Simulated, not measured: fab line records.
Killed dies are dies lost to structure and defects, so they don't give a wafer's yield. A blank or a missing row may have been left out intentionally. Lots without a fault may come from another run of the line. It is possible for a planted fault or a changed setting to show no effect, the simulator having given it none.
A lot that was struck, set against a sound lot	flow berkeley_cmos170	43 out of 331 route steps
Sound: the wafers L558.2, L558.3, L558.4. Wafers L568.1, L568.4, L568.6 were the ones struck. At the end, the cause is stated.
For every step that has rows: the tool of each side, followed by ch and its chambers, followed by its first start. Under that, the readings that differ: sound wafers	struck wafers	difference of the means	sigmas: that difference in standard deviations of wafers without a fault.
alike: a reading whose means differ by less than 2 such deviations, as well as words and numbers matching on both sides. not compared: withheld readings; readings where some wafer has no value; bounds like >300 that might hide an equal value; numbers whose values overlap and for which the record gives no deviation.
The two part at a step that has a row with sigmas, a row that says differs or no value, or rows on one side only. When numbers do not overlap yet have no deviation, they are printed without sigmas and do not part them. A reading that every wafer of one side lacks parts them only if that side has two wafers or more.

UCB170_BACKSIDE_STRIP_03: strips in O2.
  sound on plasma_asher-01 ch 0,1, day 8 16:44; struck on plasma_asher-04 ch 1, day 10 20:39
  alike: drypump_motor_current_A, o2_flow_sccm, oes_product_au, strip_time_to_endpoint_s
  not compared: rf_hours_counter_h
then, 3 steps without rows for these wafers: UCB170_BACKSIDE_CLEAN_04 (cleans in SPM, time 600 s); UCB170_SDANNEAL_RTA_00 (time 10 s); UCB170_SDANNEAL_RTA_01 (time 5 s).
UCB170_SDANNEAL_RS_MEAS_02: uses a four-point probe to measure.
  sound: film_metro-03 at day 8 17:17; struck: film_metro-03 at day 10 21:20
reading	sound	struck	difference	sigmas
PSD_RS (ohm/sq)	75.64 75.88 76.12	75.21 75.46 75.35	-0.54	-2
UCB170_SDANNEAL_RS_MEAS_03: uses a four-point probe to measure.
  sound: film_metro-03 at day 8 17:24; struck: film_metro-03 at day 10 21:28
  alike: NSD_RS
UCB170_SDANNEAL_RS_MEAS_04: uses a four-point probe to measure.
  sound: film_metro-03 at day 8 17:31; struck: film_metro-03 at day 10 21:35
  alike: PLDD_RS
UCB170_SDANNEAL_RS_MEAS_05: uses a four-point probe to measure.
  sound: film_metro-03 at day 8 17:38; struck: film_metro-03 at day 10 21:42
  alike: NLDD_RS
then, 1 step without rows for these wafers: UCB170_SILICIDE_PRE_CLEAN_00 (preclean etch time 60 s).
UCB170_SILICIDE_SPUTTER_01: material Ti, target thk 30 nm, time 25 s.
  sound: pvd_sputter-03 at day 8 17:48; struck: pvd_sputter-04 at day 10 21:53
  alike: throttle_valve_pct
UCB170_SILICIDE_RS_MEAS_02: uses a four-point probe to measure.
  sound: film_metro-02 at day 8 17:52; struck: film_metro-02 at day 10 21:55
  alike: SILICIDE_TI_RS
UCB170_SILICIDE_THK_MEAS_03: measures by xrf.
  sound: film_metro-02 at day 8 17:58; struck: film_metro-02 at day 10 22:02
  alike: SILICIDE_TI_THK
UCB170_SILICIDE_RTA_04: time 15 s.
  sound on rtp_anneal-02 ch 0, day 8 18:02; struck on rtp_anneal-01 ch 0, day 10 22:06
reading	sound	struck	difference	sigmas
lamp_power_pct (%)	9.0 9.1 9.0	11.4 11.4 11.4	+2.4	+2
  alike: wafer_temp_C_max
then, 3 steps without rows for these wafers: UCB170_SILICIDE_WET_ETCH_05 (etches Ti in SPM, time 45 s); UCB170_CONTACT_CLEAN_00 (cleans in SPM, time 600 s); UCB170_CONTACT_CVD_01 (deposits PSG from SiH4/O2/PH3, target thk 700 nm, time 2820 s).
UCB170_CONTACT_THK_MEAS_02:
  sound: film_metro-02 at day 8 22:24; struck: film_metro-01 at day 11 00:55
reading	sound	struck	difference	sigmas
CONTACT_PSG_THK (nm)	698 696 695	713 713 712	+16	+3
then, 3 steps without rows for these wafers: UCB170_CONTACT_HMDS_03 (prime time 60 s); UCB170_CONTACT_COAT_04 (resist thk 900 nm); UCB170_CONTACT_SOFTBAKE_05 (time 60 s).
UCB170_CONTACT_STRIP_06: strips in O2.
  sound on plasma_asher-02 ch 0,1, day 8 22:54; struck on plasma_asher-02 ch 0,1, day 11 01:28
  alike: drypump_motor_current_A, o2_flow_sccm, oes_product_au, strip_time_to_endpoint_s
  not compared: rf_hours_counter_h
then, 1 step without rows for these wafers: UCB170_CONTACT_CLEAN_07 (cleans in SPM, time 600 s).
UCB170_CONTACT_RTA_08: time 10 s.
  sound on rtp_anneal-02 ch 0, day 8 23:11; struck on rtp_anneal-01 ch 0, day 11 01:45
reading	sound	struck	difference	sigmas
lamp_power_pct (%)	21.1 21.1 21.1	26.6 26.6 26.6	+5.5	+2
  alike: wafer_temp_C_max
then, 6 steps without rows for these wafers: UCB170_CONTACT_COAT_09; UCB170_CONTACT_COAT_10 (resist thk 900 nm); UCB170_CONTACT_SOFTBAKE_11 (time 60 s); UCB170_CONTACT_EXPOSE_12 (exposes mask CONT, target cd 700 nm); UCB170_CONTACT_PEB_13; UCB170_CONTACT_DEVELOP_14 (develop time 45 s).
UCB170_CONTACT_CD_MEAS_15 targets a cd of 700 nm.
  sound: cd_sem-01 at day 9 00:14; struck: cd_sem-01 at day 11 03:04
  alike: cd_nm
UCB170_CONTACT_OVL_MEAS_16:
  sound: overlay-01 at day 9 00:20; struck: overlay-02 at day 11 03:11
  alike: CONTACT_OVL
UCB170_CONTACT_ETCH_17: etches BARC in N2/H2.
  sound on rie_diel-01 ch 0,2,3, day 9 00:22; struck on rie_diel-02 ch 0,2,3, day 11 03:13
  alike: drypump_motor_current_A, h2_flow_sccm, oes_product_au, throttle_valve_pct
then, 2 steps without rows for these wafers: UCB170_CONTACT_ETCH_18 (etches PSG in CHF3/CF4/Ar, stops on TiSi2, target depth 840 nm, time 195 s); UCB170_CONTACT_STRIP_19 (strips in O2).
UCB170_CONTACT_CD_MEAS_90 targets a cd of 700 nm.
  sound: cd_sem-01 at day 9 00:39; struck: cd_sem-02 at day 11 03:29
reading	sound	struck	difference	sigmas
cd_nm (nm)	700.0 701.1 701.3	697.5 698.1 697.7	-3.0	-2
then, 2 steps without rows for these wafers: UCB170_CONTACT_CLEAN_20 (cleans in SPM, time 600 s); UCB170_M1_SPUTTER_00 (material Al, target thk 600 nm, time 80 s).
UCB170_M1_RS_MEAS_01: uses a four-point probe to measure.
  sound: film_metro-04 at day 9 01:01; struck: film_metro-03 at day 11 03:50
  alike: M1_AL_RS
UCB170_M1_THK_MEAS_02: measures by xrf.
  sound: film_metro-04 at day 9 01:07; struck: film_metro-03 at day 11 03:58
  alike: M1_AL_THK
then, 3 steps without rows for these wafers: UCB170_M1_COAT_03; UCB170_M1_COAT_04 (resist thk 900 nm); UCB170_M1_SOFTBAKE_05 (time 60 s).
UCB170_M3_PROBE_99:
  sound: prober-02 at day 9 18:41; struck: prober-02 at day 11 18:32
reading	sound	struck	difference	sigmas
model.etest.npoly_line.width_nm (nm)	320.5 320.5 322.9	315.2 315 312.2	-7.2	
model.etest.ppoly_line.width_nm (nm)	320.4 320.4 319.8	313.4 313.3 311.4	-7.5	
model.etest.ppoly_line.line_ohm_um	15.24 15.19 15.26	11.54 11.47 11.51	-3.72	
model.etest.npoly_line.line_ohm_um	14.88 14.76 14.9	11.46 11.21 11.26	-3.54	
model.etest.nmos_0p35.gate_log10_a_cm2	-7.949 -8.219 -8.472	-6.537 -6.635 -6.542	+1.642	
model.etest.pmos_0p35.gate_log10_a_cm2	-8.016 -8.143 -8.398	-6.529 -6.63 -6.527	+1.624	
model.etest.antenna_contact.gate_log10_a_cm2	-7.938 -7.827 -8.312	-6.62 -6.437 -6.663	+1.45	
model.etest.antenna_m1.gate_log10_a_cm2	-7.862 -8.1 -8.089	-6.374 -6.851 -6.539	+1.429	

## WHERE THEY PART
Earliest at UCB170_SDANNEAL_RS_MEAS_02; latest, in this record, at UCB170_CONTACT_CD_MEAS_90. Later steps at which nothing parts them and some readings are alike: UCB170_M1_RS_MEAS_01, UCB170_M1_THK_MEAS_02.

WHY: what had been put in by the simulator
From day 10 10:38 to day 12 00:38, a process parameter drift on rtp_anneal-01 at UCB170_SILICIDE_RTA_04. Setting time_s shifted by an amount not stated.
